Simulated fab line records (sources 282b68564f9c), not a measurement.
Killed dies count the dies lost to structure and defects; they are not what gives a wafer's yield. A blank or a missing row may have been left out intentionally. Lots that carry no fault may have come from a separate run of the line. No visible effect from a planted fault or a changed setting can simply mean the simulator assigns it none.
fab line records :: flow rit_cmos
record
  lots=6
  wafers=18
  last_day=7
route steps=202 shown PWELL@49 WELLDRIVE@50 NWELL@51 NRETRO@53 PRETRO@64 M1@202
lots that met no fault: from a run of the same line without faults
start_h: start of the lot's first displayed wafer, in hours after the record's first day :: wait_h: time in hours since the lot's previous step :: " identical to the entry in the row above :: L1.1+2: several wafers, shown together as one row :: - no value, or no start given :: * or withheld: withheld :: < > ~ a bound
route shown NAME@n: names a module that has steps shown in the file, with the first one's number in the route :: usual: average and standard deviation across the fault-free wafers :: same: alike in all rows :: chamber/n: place in a boat :: sites: the reading at each site :: _std_site: how widely they spread, as a standard deviation :: _edge_site: outer sites' mean less inner sites' :: radius_mm: for every site, how far away it sits from the centre of the wafer :: mask NAME#n: copy n :: behind: tool/chamber where the wafer was last shaped :: hold: cause of the lot's hold/its duration in hours/its outcome :: device: the n, p or np transistor that did not switch :: end of line: tests of these same wafers at the route's end :: a step without rows: its recipe alone :: killed: dies lost to structure and defects at the first sort, not the wafer's yield :: map: dies across one wafer; x = killed, . = not, _ = none there
set.NAME: the setting as run; set.NAME@STEP: as run at that earlier step :: model.NAME: the simulator's own value behind a step, which no gauge read
lots seen at some steps along the route; tables by step, rows by wafer
services: a tool's chamber out of use, with start hour (start_h, from the record's first day; less than 0 if before it), hours out, and reason
## steps
# step RIT_PWELL_TW_MEAS_10
# usual
  PWELL_TW=947/7.8
lot.wafer: L645.1
tool: film_metro-01
chamber: -
start_h: 22.90
wait_h: 0.1
PWELL_TW: 954

lot.wafer: L645.4
tool: film_metro-01
chamber: -
start_h: 22.90
wait_h: 0.1
PWELL_TW: 952

lot.wafer: L645.6
tool: film_metro-01
chamber: -
start_h: 22.90
wait_h: 0.1
PWELL_TW: 959

lot.wafer: L650.1
tool: film_metro-01
chamber: -
start_h: 47.83
wait_h: 0.1
PWELL_TW: 953

lot.wafer: L650.5
tool: film_metro-01
chamber: -
start_h: 47.83
wait_h: 0.1
PWELL_TW: 959

lot.wafer: L650.6
tool: film_metro-01
chamber: -
start_h: 47.83
wait_h: 0.1
PWELL_TW: 956

lot.wafer: L651.1
tool: film_metro-02
chamber: -
start_h: 52.54
wait_h: 0.1
PWELL_TW: 934

lot.wafer: L651.5
tool: film_metro-02
chamber: -
start_h: 52.54
wait_h: 0.1
PWELL_TW: 941

lot.wafer: L651.6
tool: film_metro-02
chamber: -
start_h: 52.54
wait_h: 0.1
PWELL_TW: 941

lot.wafer: L652.2
tool: film_metro-02
chamber: -
start_h: 58.02
wait_h: 0.1
PWELL_TW: 942

lot.wafer: L652.4
tool: film_metro-02
chamber: -
start_h: 58.02
wait_h: 0.1
PWELL_TW: 940

lot.wafer: L652.5
tool: film_metro-02
chamber: -
start_h: 58.02
wait_h: 0.1
PWELL_TW: 942

lot.wafer: L661.1
tool: film_metro-04
chamber: -
start_h: 103.19
wait_h: 0.1
PWELL_TW: 938

lot.wafer: L661.3
tool: film_metro-04
chamber: -
start_h: 103.19
wait_h: 0.1
PWELL_TW: 941

lot.wafer: L661.4
tool: film_metro-04
chamber: -
start_h: 103.19
wait_h: 0.1
PWELL_TW: 942

lot.wafer: L666.1
tool: film_metro-02
chamber: -
start_h: 128.36
wait_h: 0.1
PWELL_TW: 944

lot.wafer: L666.2
tool: film_metro-02
chamber: -
start_h: 128.36
wait_h: 0.1
PWELL_TW: 942

lot.wafer: L666.6
tool: film_metro-02
chamber: -
start_h: 128.36
wait_h: 0.1
PWELL_TW: 941
# step RIT_WELLDRIVE_ANNEAL_00
# recipe
  temp_c=1100
  time_s=14700
  ambient=N2
# step RIT_WELLDRIVE_RS_MEAS_01
# recipe
  thk_meas_gauge=four-point-probe
# usual
  NWELL_RS=275.4/0.68
lot.wafer: L645.1
tool: film_metro-04
chamber: -
start_h: 28.04
wait_h: 0.0
NWELL_RS[ohm/sq]: 274.8

lot.wafer: L645.4
tool: film_metro-04
chamber: -
start_h: 28.04
wait_h: 0.0
NWELL_RS[ohm/sq]: 275.4

lot.wafer: L645.6
tool: film_metro-04
chamber: -
start_h: 28.04
wait_h: 0.0
NWELL_RS[ohm/sq]: 274.9

lot.wafer: L650.1
tool: film_metro-01
chamber: -
start_h: 52.98
wait_h: 0.0
NWELL_RS[ohm/sq]: 274.7

lot.wafer: L650.5
tool: film_metro-01
chamber: -
start_h: 52.98
wait_h: 0.0
NWELL_RS[ohm/sq]: 274.7

lot.wafer: L650.6
tool: film_metro-01
chamber: -
start_h: 52.98
wait_h: 0.0
NWELL_RS[ohm/sq]: 274.9

lot.wafer: L651.1
tool: film_metro-01
chamber: -
start_h: 57.68
wait_h: 0.0
NWELL_RS[ohm/sq]: 276.0

lot.wafer: L651.5
tool: film_metro-01
chamber: -
start_h: 57.68
wait_h: 0.0
NWELL_RS[ohm/sq]: 276.1

lot.wafer: L651.6
tool: film_metro-01
chamber: -
start_h: 57.68
wait_h: 0.0
NWELL_RS[ohm/sq]: 277.3

lot.wafer: L652.2
tool: film_metro-01
chamber: -
start_h: 63.17
wait_h: 0.0
NWELL_RS[ohm/sq]: 275.5

lot.wafer: L652.4
tool: film_metro-01
chamber: -
start_h: 63.17
wait_h: 0.0
NWELL_RS[ohm/sq]: 275.5

lot.wafer: L652.5
tool: film_metro-01
chamber: -
start_h: 63.17
wait_h: 0.0
NWELL_RS[ohm/sq]: 276.2

lot.wafer: L661.1
tool: film_metro-01
chamber: -
start_h: 108.97
wait_h: 0.0
NWELL_RS[ohm/sq]: 274.5

lot.wafer: L661.3
tool: film_metro-01
chamber: -
start_h: 108.97
wait_h: 0.0
NWELL_RS[ohm/sq]: 274.8

lot.wafer: L661.4
tool: film_metro-01
chamber: -
start_h: 108.97
wait_h: 0.0
NWELL_RS[ohm/sq]: 275.5

lot.wafer: L666.1
tool: film_metro-01
chamber: -
start_h: 133.51
wait_h: 0.0
NWELL_RS[ohm/sq]: 276.1

lot.wafer: L666.2
tool: film_metro-01
chamber: -
start_h: 133.51
wait_h: 0.0
NWELL_RS[ohm/sq]: 275.2

lot.wafer: L666.6
tool: film_metro-01
chamber: -
start_h: 133.51
wait_h: 0.0
NWELL_RS[ohm/sq]: 275.6
# step RIT_WELLDRIVE_RS_MEAS_02
# recipe
  thk_meas_gauge=four-point-probe
# usual
  PWELL_RS=429.0/1.2
lot.wafer: L645.1
tool: film_metro-04
chamber: -
start_h: 28.16
wait_h: 0.1
PWELL_RS[ohm/sq]: 428.8

lot.wafer: L645.4
tool: film_metro-04
chamber: -
start_h: 28.16
wait_h: 0.1
PWELL_RS[ohm/sq]: 428.0

lot.wafer: L645.6
tool: film_metro-04
chamber: -
start_h: 28.16
wait_h: 0.1
PWELL_RS[ohm/sq]: 426.8

lot.wafer: L650.1
tool: film_metro-01
chamber: -
start_h: 53.10
wait_h: 0.1
PWELL_RS[ohm/sq]: 427.7

lot.wafer: L650.5
tool: film_metro-01
chamber: -
start_h: 53.10
wait_h: 0.1
PWELL_RS[ohm/sq]: 427.3

lot.wafer: L650.6
tool: film_metro-01
chamber: -
start_h: 53.10
wait_h: 0.1
PWELL_RS[ohm/sq]: 427.7

lot.wafer: L651.1
tool: film_metro-01
chamber: -
start_h: 57.80
wait_h: 0.1
PWELL_RS[ohm/sq]: 429.8

lot.wafer: L651.5
tool: film_metro-01
chamber: -
start_h: 57.80
wait_h: 0.1
PWELL_RS[ohm/sq]: 430.4

lot.wafer: L651.6
tool: film_metro-01
chamber: -
start_h: 57.80
wait_h: 0.1
PWELL_RS[ohm/sq]: 431.0

lot.wafer: L652.2
tool: film_metro-01
chamber: -
start_h: 63.29
wait_h: 0.1
PWELL_RS[ohm/sq]: 428.8

lot.wafer: L652.4
tool: film_metro-01
chamber: -
start_h: 63.29
wait_h: 0.1
PWELL_RS[ohm/sq]: 430.1

lot.wafer: L652.5
tool: film_metro-01
chamber: -
start_h: 63.29
wait_h: 0.1
PWELL_RS[ohm/sq]: 430.0

lot.wafer: L661.1
tool: film_metro-01
chamber: -
start_h: 109.09
wait_h: 0.1
PWELL_RS[ohm/sq]: 429.2

lot.wafer: L661.3
tool: film_metro-01
chamber: -
start_h: 109.09
wait_h: 0.1
PWELL_RS[ohm/sq]: 429.2

lot.wafer: L661.4
tool: film_metro-01
chamber: -
start_h: 109.09
wait_h: 0.1
PWELL_RS[ohm/sq]: 429.1

lot.wafer: L666.1
tool: film_metro-01
chamber: -
start_h: 133.63
wait_h: 0.1
PWELL_RS[ohm/sq]: 426.9

lot.wafer: L666.2
tool: film_metro-01
chamber: -
start_h: 133.63
wait_h: 0.1
PWELL_RS[ohm/sq]: 428.7

lot.wafer: L666.6
tool: film_metro-01
chamber: -
start_h: 133.63
wait_h: 0.1
PWELL_RS[ohm/sq]: 429.4
# step RIT_NRETRO_HMDS_00
# recipe
  prime_time_s=60
  prime_temp_c=140
# step RIT_NRETRO_COAT_01
# recipe
  resist=NOVOLAK
  spin_rpm=2000
  resist_thk_nm=1300
# step RIT_NRETRO_SOFTBAKE_02
# recipe
  resist=NOVOLAK
  temp_c=90
  time_s=60
# step RIT_NRETRO_EXPOSE_03
# recipe
  mask_id=M4
  na=0.57
  target_cd_nm=43900
  dose_mj=250
# step RIT_NRETRO_PEB_04
# recipe
  resist=NOVOLAK
  temp_c=withheld
  time_s=withheld
# step RIT_NRETRO_DEVELOP_05
# recipe
  resist=NOVOLAK
  develop_time_s=68
  dev_temp_c=23
# step RIT_NRETRO_OVL_MEAS_06
# usual
  NRETRO_OVL=1.0/1.2
lot.wafer: L645.1
tool: overlay-02
chamber: -
start_h: 29.49
wait_h: -
NRETRO_OVL[nm]: 0.9

lot.wafer: L645.4
tool: overlay-02
chamber: -
start_h: 29.49
wait_h: -
NRETRO_OVL[nm]: 1.7

lot.wafer: L645.6
tool: overlay-02
chamber: -
start_h: 29.49
wait_h: -
NRETRO_OVL[nm]: 1.3

lot.wafer: L650.1
tool: overlay-01
chamber: -
start_h: 54.10
wait_h: -
NRETRO_OVL[nm]: 2.0

lot.wafer: L650.5
tool: overlay-01
chamber: -
start_h: 54.10
wait_h: -
NRETRO_OVL[nm]: 3.5

lot.wafer: L650.6
tool: overlay-01
chamber: -
start_h: 54.10
wait_h: -
NRETRO_OVL[nm]: 1.3

lot.wafer: L651.1
tool: overlay-01
chamber: -
start_h: 58.80
wait_h: -
NRETRO_OVL[nm]: 3.1

lot.wafer: L651.5
tool: overlay-01
chamber: -
start_h: 58.80
wait_h: -
NRETRO_OVL[nm]: 3.1

lot.wafer: L651.6
tool: overlay-01
chamber: -
start_h: 58.80
wait_h: -
NRETRO_OVL[nm]: 1.5

lot.wafer: L652.2
tool: overlay-02
chamber: -
start_h: 64.28
wait_h: -
NRETRO_OVL[nm]: 0.3

lot.wafer: L652.4
tool: overlay-02
chamber: -
start_h: 64.28
wait_h: -
NRETRO_OVL[nm]: 0.2

lot.wafer: L652.5
tool: overlay-02
chamber: -
start_h: 64.28
wait_h: -
NRETRO_OVL[nm]: -0.2

lot.wafer: L661.1
tool: overlay-02
chamber: -
start_h: 110.22
wait_h: -
NRETRO_OVL[nm]: 1.0

lot.wafer: L661.3
tool: overlay-02
chamber: -
start_h: 110.22
wait_h: -
NRETRO_OVL[nm]: 0.4

lot.wafer: L661.4
tool: overlay-02
chamber: -
start_h: 110.22
wait_h: -
NRETRO_OVL[nm]: 1.7

lot.wafer: L666.1
tool: overlay-02
chamber: -
start_h: 134.78
wait_h: -
NRETRO_OVL[nm]: 0.0

lot.wafer: L666.2
tool: overlay-02
chamber: -
start_h: 134.78
wait_h: -
NRETRO_OVL[nm]: 0.4

lot.wafer: L666.6
tool: overlay-02
chamber: -
start_h: 134.78
wait_h: -
NRETRO_OVL[nm]: -0.3
# step RIT_NRETRO_HARDBAKE_07
# recipe
  resist=NOVOLAK
  temp_c=140
  time_s=120
# step RIT_NRETRO_IMPLANT_08
# recipe
  species=P
  energy_kev=70
  dose_cm2=1e+13
  tilt_deg=7
# same
  implant_ion_amu=31
lot.wafer: L645.1+4+6
tool: implanter-03
chamber: 0
start_h: 29.78
wait_h: 0.2

lot.wafer: L650.1+5+6
tool: implanter-02
chamber: 0
start_h: 54.38
wait_h: 0.2

lot.wafer: L651.1+5+6
tool: implanter-04
chamber: 0
start_h: 59.09
wait_h: 0.2

lot.wafer: L651.1+5+6
tool: implanter-04
chamber: 0
start_h: 59.40
wait_h: 0.3

lot.wafer: L652.2+4+5
tool: implanter-03
chamber: 0
start_h: 64.58
wait_h: 0.2

lot.wafer: L652.2+4+5
tool: implanter-03
chamber: 0
start_h: 64.90
wait_h: 0.3

lot.wafer: L661.1+3+4
tool: implanter-02
chamber: 0
start_h: 110.51
wait_h: 0.2

lot.wafer: L666.1+2+6
tool: implanter-04
chamber: 0
start_h: 135.07
wait_h: 0.2
# step RIT_NRETRO_STRIP_09
# recipe
  chemistry=O2
  time_s=180
  resist=NOVOLAK
  platen_temp_c=withheld
  power_w=500
  pressure_mtorr=4000
  o2_flow_sccm=4000
# usual
  chamber_pressure_mTorr=3999/3.6
  drypump_motor_current_A=5.7/0.57
lot.wafer: L645.1
tool: plasma_asher-03
chamber: 0
start_h: 29.93
wait_h: 0.1
chamber_pressure_mTorr: 4002
drypump_motor_current_A: 4.9
rf_hours_counter_h: 22

lot.wafer: L645.4
tool: plasma_asher-03
chamber: 0
start_h: 29.93
wait_h: 0.1
chamber_pressure_mTorr: 4001
drypump_motor_current_A: 4.9
rf_hours_counter_h: -

lot.wafer: L645.6
tool: plasma_asher-03
chamber: 0
start_h: 29.93
wait_h: 0.1
chamber_pressure_mTorr: 3993
drypump_motor_current_A: 4.9
rf_hours_counter_h: -

lot.wafer: L650.1
tool: plasma_asher-04
chamber: 0
start_h: 54.53
wait_h: 0.1
chamber_pressure_mTorr: 3994
drypump_motor_current_A: 5.8
rf_hours_counter_h: 42

lot.wafer: L650.5
tool: plasma_asher-04
chamber: 1
start_h: 54.53
wait_h: 0.1
chamber_pressure_mTorr: 4007
drypump_motor_current_A: 6.5
rf_hours_counter_h: -

lot.wafer: L650.6
tool: plasma_asher-04
chamber: 0
start_h: 54.53
wait_h: 0.1
chamber_pressure_mTorr: 3997
drypump_motor_current_A: 5.8
rf_hours_counter_h: -

lot.wafer: L651.1
tool: plasma_asher-03
chamber: 1
start_h: 59.55
wait_h: 0.1
chamber_pressure_mTorr: 4004
drypump_motor_current_A: 6.0
rf_hours_counter_h: 25

lot.wafer: L651.5
tool: plasma_asher-03
chamber: 0
start_h: 59.55
wait_h: 0.1
chamber_pressure_mTorr: 3998
drypump_motor_current_A: 4.9
rf_hours_counter_h: -

lot.wafer: L651.6
tool: plasma_asher-03
chamber: 1
start_h: 59.55
wait_h: 0.1
chamber_pressure_mTorr: 4004
drypump_motor_current_A: 6.1
rf_hours_counter_h: -

lot.wafer: L652.2
tool: plasma_asher-03
chamber: 1
start_h: 65.02
wait_h: 0.1
chamber_pressure_mTorr: 4001
drypump_motor_current_A: 6.0
rf_hours_counter_h: 25

lot.wafer: L652.4
tool: plasma_asher-03
chamber: 1
start_h: 65.02
wait_h: 0.1
chamber_pressure_mTorr: 4001
drypump_motor_current_A: 6.1
rf_hours_counter_h: -

lot.wafer: L652.5
tool: plasma_asher-03
chamber: 0
start_h: 65.02
wait_h: 0.1
chamber_pressure_mTorr: 3998
drypump_motor_current_A: 4.9
rf_hours_counter_h: -

lot.wafer: L661.1
tool: plasma_asher-04
chamber: 0
start_h: 110.66
wait_h: 0.1
chamber_pressure_mTorr: 4003
drypump_motor_current_A: 5.8
rf_hours_counter_h: 49

lot.wafer: L661.3
tool: plasma_asher-04
chamber: 1
start_h: 110.66
wait_h: 0.1
chamber_pressure_mTorr: 3998
drypump_motor_current_A: 6.5
rf_hours_counter_h: -

lot.wafer: L661.4
tool: plasma_asher-04
chamber: 0
start_h: 110.66
wait_h: 0.1
chamber_pressure_mTorr: 3999
drypump_motor_current_A: 5.8
rf_hours_counter_h: -

lot.wafer: L666.1
tool: plasma_asher-01
chamber: 0
start_h: 135.22
wait_h: 0.1
chamber_pressure_mTorr: 3997
drypump_motor_current_A: 5.2
rf_hours_counter_h: 52

lot.wafer: L666.2
tool: plasma_asher-01
chamber: 1
start_h: 135.22
wait_h: 0.1
chamber_pressure_mTorr: 4003
drypump_motor_current_A: 6.0
rf_hours_counter_h: 52

lot.wafer: L666.6
tool: plasma_asher-01
chamber: 1
start_h: 135.22
wait_h: 0.1
chamber_pressure_mTorr: 3999
drypump_motor_current_A: 6.0
rf_hours_counter_h: -
# step RIT_NRETRO_TW_MEAS_10
# usual
  NRETRO_TW=1042/6.3
lot.wafer: L645.1
tool: film_metro-03
chamber: -
start_h: 30.10
wait_h: 0.1
NRETRO_TW: 1050

lot.wafer: L645.4
tool: film_metro-03
chamber: -
start_h: 30.10
wait_h: 0.1
NRETRO_TW: 1054

lot.wafer: L645.6
tool: film_metro-03
chamber: -
start_h: 30.10
wait_h: 0.1
NRETRO_TW: 1058

lot.wafer: L650.1
tool: film_metro-04
chamber: -
start_h: 54.71
wait_h: 0.1
NRETRO_TW: 1033

lot.wafer: L650.5
tool: film_metro-04
chamber: -
start_h: 54.71
wait_h: 0.1
NRETRO_TW: 1032

lot.wafer: L650.6
tool: film_metro-04
chamber: -
start_h: 54.71
wait_h: 0.1
NRETRO_TW: 1035

lot.wafer: L651.1
tool: film_metro-04
chamber: -
start_h: 59.73
wait_h: 0.1
NRETRO_TW: 1289

lot.wafer: L651.5
tool: film_metro-04
chamber: -
start_h: 59.73
wait_h: 0.1
NRETRO_TW: 1290

lot.wafer: L651.6
tool: film_metro-04
chamber: -
start_h: 59.73
wait_h: 0.1
NRETRO_TW: 1291

lot.wafer: L651.1
tool: film_metro-04
chamber: -
start_h: 60.12
wait_h: 0.4
NRETRO_TW: 1285

lot.wafer: L651.5
tool: film_metro-04
chamber: -
start_h: 60.12
wait_h: 0.4
NRETRO_TW: 1294

lot.wafer: L651.6
tool: film_metro-04
chamber: -
start_h: 60.12
wait_h: 0.4
NRETRO_TW: 1289

lot.wafer: L652.2
tool: film_metro-02
chamber: -
start_h: 65.21
wait_h: 0.1
NRETRO_TW: 1298

lot.wafer: L652.4
tool: film_metro-02
chamber: -
start_h: 65.21
wait_h: 0.1
NRETRO_TW: 1290

lot.wafer: L652.5
tool: film_metro-02
chamber: -
start_h: 65.21
wait_h: 0.1
NRETRO_TW: 1290

lot.wafer: L652.2
tool: film_metro-02
chamber: -
start_h: 65.43
wait_h: 0.2
NRETRO_TW: 1297

lot.wafer: L652.4
tool: film_metro-02
chamber: -
start_h: 65.43
wait_h: 0.2
NRETRO_TW: 1294

lot.wafer: L652.5
tool: film_metro-02
chamber: -
start_h: 65.43
wait_h: 0.2
NRETRO_TW: 1291

lot.wafer: L661.1
tool: film_metro-02
chamber: -
start_h: 110.83
wait_h: 0.1
NRETRO_TW: 1037

lot.wafer: L661.3
tool: film_metro-02
chamber: -
start_h: 110.83
wait_h: 0.1
NRETRO_TW: 1047

lot.wafer: L661.4
tool: film_metro-02
chamber: -
start_h: 110.83
wait_h: 0.1
NRETRO_TW: 1044

lot.wafer: L666.1
tool: film_metro-03
chamber: -
start_h: 135.39
wait_h: 0.1
NRETRO_TW: 1049

lot.wafer: L666.2
tool: film_metro-03
chamber: -
start_h: 135.39
wait_h: 0.1
NRETRO_TW: 1048

lot.wafer: L666.6
tool: film_metro-03
chamber: -
start_h: 135.39
wait_h: 0.1
NRETRO_TW: 1047
# step RIT_PRETRO_HMDS_00
# recipe
  prime_time_s=60
  prime_temp_c=140
# step RIT_M1_PROBE_99
# usual
  killed_at_contacts=0.1/0.3
  killed_at_front_end=7.1/3
  killed_dies=7.3/3
  killed_open=3.6/2
  killed_short=3.5/1.9
# same
  gross_dies=264
  killed_at_M0_to_M3=0
  killed_at_M4_up=0
  killed_at_back_side=0
  killed_at_other=0
lot.wafer: L645.1
tool: prober-01
chamber: -
start_h: 56.91
wait_h: 0.1
killed_at_contacts: 0
killed_at_front_end: 8
killed_dies: 8
killed_open: 4
killed_short: 3

lot.wafer: L645.4
tool: prober-01
chamber: -
start_h: 57.06
wait_h: 0.2
killed_at_contacts: 0
killed_at_front_end: 17
killed_dies: 17
killed_open: 8
killed_short: 8

lot.wafer: L645.6
tool: prober-01
chamber: -
start_h: 57.16
wait_h: 0.2
killed_at_contacts: 0
killed_at_front_end: 7
killed_dies: 7
killed_open: 1
killed_short: 6

lot.wafer: L650.1
tool: prober-02
chamber: -
start_h: 81.15
wait_h: 0.1
killed_at_contacts: 0
killed_at_front_end: 9
killed_dies: 9
killed_open: 3
killed_short: 6

lot.wafer: L650.5
tool: prober-02
chamber: -
start_h: 81.35
wait_h: 0.2
killed_at_contacts: 0
killed_at_front_end: 9
killed_dies: 9
killed_open: 6
killed_short: 3

lot.wafer: L650.6
tool: prober-02
chamber: -
start_h: 81.40
wait_h: 0.2
killed_at_contacts: 0
killed_at_front_end: 4
killed_dies: 4
killed_open: 2
killed_short: 2

lot.wafer: L651.1
tool: prober-01
chamber: -
start_h: 90.28
wait_h: 0.1
killed_at_contacts: 1
killed_at_front_end: 7
killed_dies: 8
killed_open: 4
killed_short: 4

lot.wafer: L651.5
tool: prober-01
chamber: -
start_h: 90.48
wait_h: 0.2
killed_at_contacts: 1
killed_at_front_end: 9
killed_dies: 10
killed_open: 4
killed_short: 6

lot.wafer: L651.6
tool: prober-01
chamber: -
start_h: 90.53
wait_h: 0.2
killed_at_contacts: 0
killed_at_front_end: 4
killed_dies: 4
killed_open: 1
killed_short: 3

lot.wafer: L652.2
tool: prober-02
chamber: -
start_h: 99.32
wait_h: 0.1
killed_at_contacts: 0
killed_at_front_end: 11
killed_dies: 11
killed_open: 8
killed_short: 3

lot.wafer: L652.4
tool: prober-02
chamber: -
start_h: 99.42
wait_h: 0.2
killed_at_contacts: 0
killed_at_front_end: 6
killed_dies: 6
killed_open: 4
killed_short: 2

lot.wafer: L652.5
tool: prober-02
chamber: -
start_h: 99.47
wait_h: 0.2
killed_at_contacts: 0
killed_at_front_end: 12
killed_dies: 12
killed_open: 7
killed_short: 5
# killed by level:class
L645.1 GATE:geometric_particle:short=2 GATE:geometric_particle:open=2 FOX2:geometric_particle:open=1 FOX2:geometric_particle:short=1 GATE:coat_microbubble_printed=1 REOX:geometric_particle:open=1
L645.4 REOX:geometric_particle:short=3 FOX2:geometric_particle:open=2 GATE:geometric_particle:short=2 SPACER:geometric_particle:short=2 REOX:geometric_particle:open=2 SPACER:geometric_particle:open=2 FOX1:geometric_particle:open=1 GATE:geometric_particle:open=1
L645.6 GATE:geometric_particle:short=3 SPACER:geometric_particle:short=2 FOX2:geometric_particle:open=1 REOX:geometric_particle:short=1
L650.1 GATE:geometric_particle:short=2 GATE:geometric_particle:open=2 SILICIDE:geometric_particle:short=2 FOX1:geometric_particle:short=1 FOX2:geometric_particle:open=1 REOX:geometric_particle:short=1
L650.5 GATE:geometric_particle:open=3 REOX:geometric_particle:open=2 FOX1:geometric_particle:short=1 FOX2:geometric_particle:short=1 GATE:geometric_particle:short=1 SILICIDE:geometric_particle:open=1
L650.6 GATE:geometric_particle:open=2 GATE:geometric_particle:short=2
L651.1 FOX2:geometric_particle:open=2 FOX1:geometric_particle:short=1 GATE:geometric_particle:open=1 GATE:geometric_particle:short=1 REOX:geometric_particle:short=1 SILICIDE:geometric_particle:open=1 CONTACT:geometric_particle:short=1
L651.5 GATE:geometric_particle:short=2 REOX:geometric_particle:short=2 FOX1:geometric_particle:short=1 FOX1:geometric_particle:open=1 FOX2:geometric_particle:short=1 GATE:geometric_particle:open=1 REOX:geometric_particle:open=1 CONTACT:geometric_particle:open=1
L651.6 FOX1:geometric_particle:short=1 GATE:geometric_particle:short=1 REOX:geometric_particle:short=1 REOX:geometric_particle:open=1
L652.2 REOX:geometric_particle:open=6 FOX2:geometric_particle:open=1 GATE:geometric_particle:short=1 REOX:geometric_particle:short=1 SILICIDE:geometric_particle:short=1 SILICIDE:geometric_particle:open=1
L652.4 SPACER:geometric_particle:open=2 FOX2:geometric_particle:short=1 GATE:geometric_particle:open=1 REOX:geometric_particle:open=1 SPACER:geometric_particle:short=1
L652.5 GATE:geometric_particle:short=3 GATE:geometric_particle:open=3 SPACER:geometric_particle:open=2 FOX1:geometric_particle:open=1 REOX:geometric_particle:short=1 REOX:geometric_particle:open=1 SILICIDE:geometric_particle:short=1
## services
tool: implanter-02
chamber: -
start_h: 10.29
hours: 3.3
kind: repair

tool: implanter-02
chamber: -
start_h: 40.80
hours: 2.6
kind: repair

tool: plasma_asher-03
chamber: -
start_h: 44.61
hours: 4.5
kind: repair

tool: plasma_asher-03
chamber: -
start_h: 110.13
hours: 0.6
kind: repair
## key
first_sign
  step=RIT_NRETRO_IMPLANT_08
  reading=visit
  direction=added
effect
  step=RIT_NRETRO_TW_MEAS_10
  reading=visit
  direction=added
effect
  step=RIT_NRETRO_TW_MEAS_10
  reading=NRETRO_TW
  direction=up
  sigmas=40
  usual=1042
  struck=1292
met_at RIT_NRETRO_IMPLANT_08
struck_wafers L651.1,L651.5,L651.6,L652.2,L652.4,L652.5
tester_left_out L651,L652
fault
  kind=repeated_step_whole
  tool=implanter-02,implanter-03,implanter-04
  chamber=-
  onset_h=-
  steps=RIT_NRETRO_IMPLANT_08
  times=1
  scope=struck_lots_only
# tester_left_out: of these lots the tester's yield and bins aren't shown, on N5 and GAA mostly nor the transistor test; their killed dies are dies lost to structure and defects alone, not to doping, threshold or leakage, so they don't give the yield
